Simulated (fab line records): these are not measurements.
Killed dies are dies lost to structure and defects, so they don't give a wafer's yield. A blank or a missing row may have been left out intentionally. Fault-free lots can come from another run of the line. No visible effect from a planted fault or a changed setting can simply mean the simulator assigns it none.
The tool behind it: which one? || flow rit-cmos || Sampling: 14 lots, 42 wafers, 4 of 202 route steps

WHAT EACH GAUGE READ, for each wafer
RIT_PLDD_OVL_MEAS_06.
{"lot": "L199", "measured": "day 2 22:19", "on": "overlay-01", "PLDD_OVL (nm)": "2.0 3.3 1.4"}
{"lot": "L200", "measured": "day 3 05:27", "on": "overlay-01", "PLDD_OVL (nm)": "0.8 2.0 2.6"}
{"lot": "L203", "measured": "day 3 20:22", "on": "overlay-01", "PLDD_OVL (nm)": "2.6 2.0 2.4"}
{"lot": "L204", "measured": "day 3 21:25", "on": "overlay-01", "PLDD_OVL (nm)": "3.5 5.7 3.2"}
{"lot": "L205", "measured": "day 4 00:46", "on": "overlay-02", "PLDD_OVL (nm)": "0.5 0.6 -0.7"}
{"lot": "L207", "measured": "day 4 11:26", "on": "overlay-01", "PLDD_OVL (nm)": "-0.1 0.7 -1.0"}
{"lot": "L209", "measured": "day 4 22:17", "on": "overlay-01", "PLDD_OVL (nm)": "0.0 0.2 -0.8"}
{"lot": "L210", "measured": "day 5 02:22", "on": "overlay-01", "PLDD_OVL (nm)": "1.4 0.4 4.2"}
{"lot": "L211", "measured": "day 5 08:57", "on": "overlay-01", "PLDD_OVL (nm)": "2.1 2.9 3.3"}
{"lot": "L212", "measured": "day 5 13:25", "on": "overlay-02", "PLDD_OVL (nm)": "0.5 0.2 -0.2"}
{"lot": "L214", "measured": "day 5 22:28", "on": "overlay-01", "PLDD_OVL (nm)": "2.3 -1.6 1.2"}
{"lot": "L215", "measured": "day 6 04:01", "on": "overlay-02", "PLDD_OVL (nm)": "0.9 4.7 1.1"}
{"lot": "L220", "measured": "day 7 04:19", "on": "overlay-02", "PLDD_OVL (nm)": "3.2 1.5 2.7"}
{"lot": "L222", "measured": "day 7 21:35", "on": "overlay-02", "PLDD_OVL (nm)": "0.6 -0.2 0.3"}

RIT_NSD_TW_MEAS_10.
{"lot": "L199", "measured": "day 3 03:04", "on": "film-metro-01", "NSD_TW": "3154 3153 3141"}
{"lot": "L200", "measured": "day 3 10:14", "on": "film-metro-03", "NSD_TW": "3111 3095 3099"}
{"lot": "L203", "measured": "day 4 00:53", "on": "film-metro-04", "NSD_TW": "3110 3110 3112"}
{"lot": "L204", "measured": "day 4 01:59", "on": "film-metro-01", "NSD_TW": "3153 3162 3158"}
{"lot": "L205", "measured": "day 4 05:28", "on": "film-metro-03", "NSD_TW": "3106 3105 3093"}
{"lot": "L207", "measured": "day 4 16:01", "on": "film-metro-03", "NSD_TW": "3086 3092 3093"}
{"lot": "L209", "measured": "day 5 03:47", "on": "film-metro-04", "NSD_TW": "3127 3131 3119"}
{"lot": "L210", "measured": "day 5 07:58", "on": "film-metro-04", "NSD_TW": "3112 3110 3128"}
{"lot": "L211", "measured": "day 5 13:23", "on": "film-metro-04", "NSD_TW": "3108 3122 3115"}
{"lot": "L212", "measured": "day 5 17:52", "on": "film-metro-04", "NSD_TW": "3125 3120 3114"}
{"lot": "L214", "measured": "day 6 02:56", "on": "film-metro-04", "NSD_TW": "3129 3131 3138"}
{"lot": "L215", "measured": "day 6 08:35", "on": "film-metro-04", "NSD_TW": "3118 3095 3112"}
{"lot": "L220", "measured": "day 7 20:19", "on": "film-metro-03", "NSD_TW": "3113 3120 3113"}
{"lot": "L222", "measured": "day 8 03:17", "on": "film-metro-01", "NSD_TW": "3150 3153 3140"}

RIT_CONTACT_OVL_MEAS_09.
{"lot": "L199", "measured": "day 3 07:18", "on": "overlay-02", "CONTACT_OVL (nm)": "0.4 2.2 1.4"}
{"lot": "L200", "measured": "day 3 14:31", "on": "overlay-02", "CONTACT_OVL (nm)": "0.0 2.2 1.3"}
{"lot": "L203", "measured": "day 4 05:16", "on": "overlay-01", "CONTACT_OVL (nm)": "1.1 4.0 0.8"}
{"lot": "L204", "measured": "day 4 06:22", "on": "overlay-01", "CONTACT_OVL (nm)": "0.5 1.9 1.9"}
{"lot": "L205", "measured": "day 4 09:53", "on": "overlay-02", "CONTACT_OVL (nm)": "0.8 1.2 1.2"}
{"lot": "L207", "measured": "day 4 20:22", "on": "overlay-02", "CONTACT_OVL (nm)": "1.7 0.8 0.3"}
{"lot": "L209", "measured": "day 5 08:05", "on": "overlay-02", "CONTACT_OVL (nm)": "-0.1 0.3 -0.4"}
{"lot": "L210", "measured": "day 5 12:22", "on": "overlay-01", "CONTACT_OVL (nm)": "0.2 0.6 -0.4"}
{"lot": "L211", "measured": "day 5 17:41", "on": "overlay-01", "CONTACT_OVL (nm)": "-0.1 1.7 0.8"}
{"lot": "L212", "measured": "day 5 22:10", "on": "overlay-02", "CONTACT_OVL (nm)": "174.0 174.5 173.2"}
{"lot": "L214", "measured": "day 6 07:04", "on": "overlay-01", "CONTACT_OVL (nm)": "3.3 -0.7 -0.8"}
{"lot": "L215", "measured": "day 6 12:48", "on": "overlay-02", "CONTACT_OVL (nm)": "173.3 173.3 173.5"}
{"lot": "L220", "measured": "day 8 00:41", "on": "overlay-01", "CONTACT_OVL (nm)": "-1.6 0.0 -1.0"}
{"lot": "L222", "measured": "day 8 07:48", "on": "overlay-01", "CONTACT_OVL (nm)": "1.8 0.9 1.1"}

TOOL THAT RAN EACH LOT (tool first, then ch and the chambers of the sampled wafers, then the start)
{"lot": "L199", "RIT_CONTACT_EXPOSE_05": "iline-stepper-01 ch 0, day 3 06:41"}
{"lot": "L200", "RIT_CONTACT_EXPOSE_05": "iline-stepper-01 ch 0, day 3 13:52"}
{"lot": "L203", "RIT_CONTACT_EXPOSE_05": "iline-stepper-01 ch 0, day 4 04:38"}
{"lot": "L204", "RIT_CONTACT_EXPOSE_05": "iline-stepper-02 ch 0, day 4 05:45"}
{"lot": "L205", "RIT_CONTACT_EXPOSE_05": "iline-stepper-01 ch 0, day 4 09:11"}
{"lot": "L207", "RIT_CONTACT_EXPOSE_05": "iline-stepper-01 ch 0, day 4 19:44"}
{"lot": "L209", "RIT_CONTACT_EXPOSE_05": "iline-stepper-01 ch 0, day 5 07:26"}
{"lot": "L210", "RIT_CONTACT_EXPOSE_05": "iline-stepper-01 ch 0, day 5 11:44"}
{"lot": "L211", "RIT_CONTACT_EXPOSE_05": "iline-stepper-01 ch 0, day 5 17:03"}
{"lot": "L212", "RIT_CONTACT_EXPOSE_05": "iline-stepper-01 ch 0, day 5 21:34"}
{"lot": "L214", "RIT_CONTACT_EXPOSE_05": "iline-stepper-02 ch 0, day 6 06:26"}
{"lot": "L215", "RIT_CONTACT_EXPOSE_05": "iline-stepper-01 ch 0, day 6 12:11"}
{"lot": "L220", "RIT_CONTACT_EXPOSE_05": "iline-stepper-02 ch 0, day 8 00:03"}
{"lot": "L222", "RIT_CONTACT_EXPOSE_05": "iline-stepper-02 ch 0, day 8 07:10"}
- RIT_CONTACT_EXPOSE_05: exposes mask M11, target cd 1000 nm.

AS READ BY THE TOOLS THEMSELVES (means over the sampled wafers that have a number; for cases with no such wafer, the mark the record gives instead)
The record holds no such reading with a usual standard deviation.

THE ANSWER, worked out from the rows above alone
Rule: the lots themselves supply what counts as usual. The widest of any qualifying gaps counts: lots, ordered by their means at a reading, are off when they make up no more than a third of the lots, leave a main group of 4 or more, and stand apart from it by 3 or more times the standard deviation of that group's means. The tables above print the reading to a certain number of digits; a main group whose means all agree to those digits is not used. A lot without any number at a reading at which 4 lots or more have one is off too. Any other lot the step has rows for is counted as sound. After the gauges, taken in route order, come the tools' own readings; for these a lot's mean is taken, as printed above. At the first step where some lot is off, the reading lying furthest off is the one used; lots without a number count as furthest.
Off: at RIT_CONTACT_OVL_MEAS_09 (CONTACT_OVL), L212, L215. Mean 0.8 nm and standard deviation 0.74 in the main group.
A tool fits if, at a process step before that reading, it ran every lot that is off, and no sound lot after the first of them. Gauges at RIT_CONTACT_OVL_MEAS_09: tried the same way as those tools. 2 tools fit, iline-stepper-01 at RIT_CONTACT_EXPOSE_05 and overlay-02 at RIT_CONTACT_OVL_MEAS_09, so this cannot tell which one it is.

WHAT THE SIMULATOR PUT IN
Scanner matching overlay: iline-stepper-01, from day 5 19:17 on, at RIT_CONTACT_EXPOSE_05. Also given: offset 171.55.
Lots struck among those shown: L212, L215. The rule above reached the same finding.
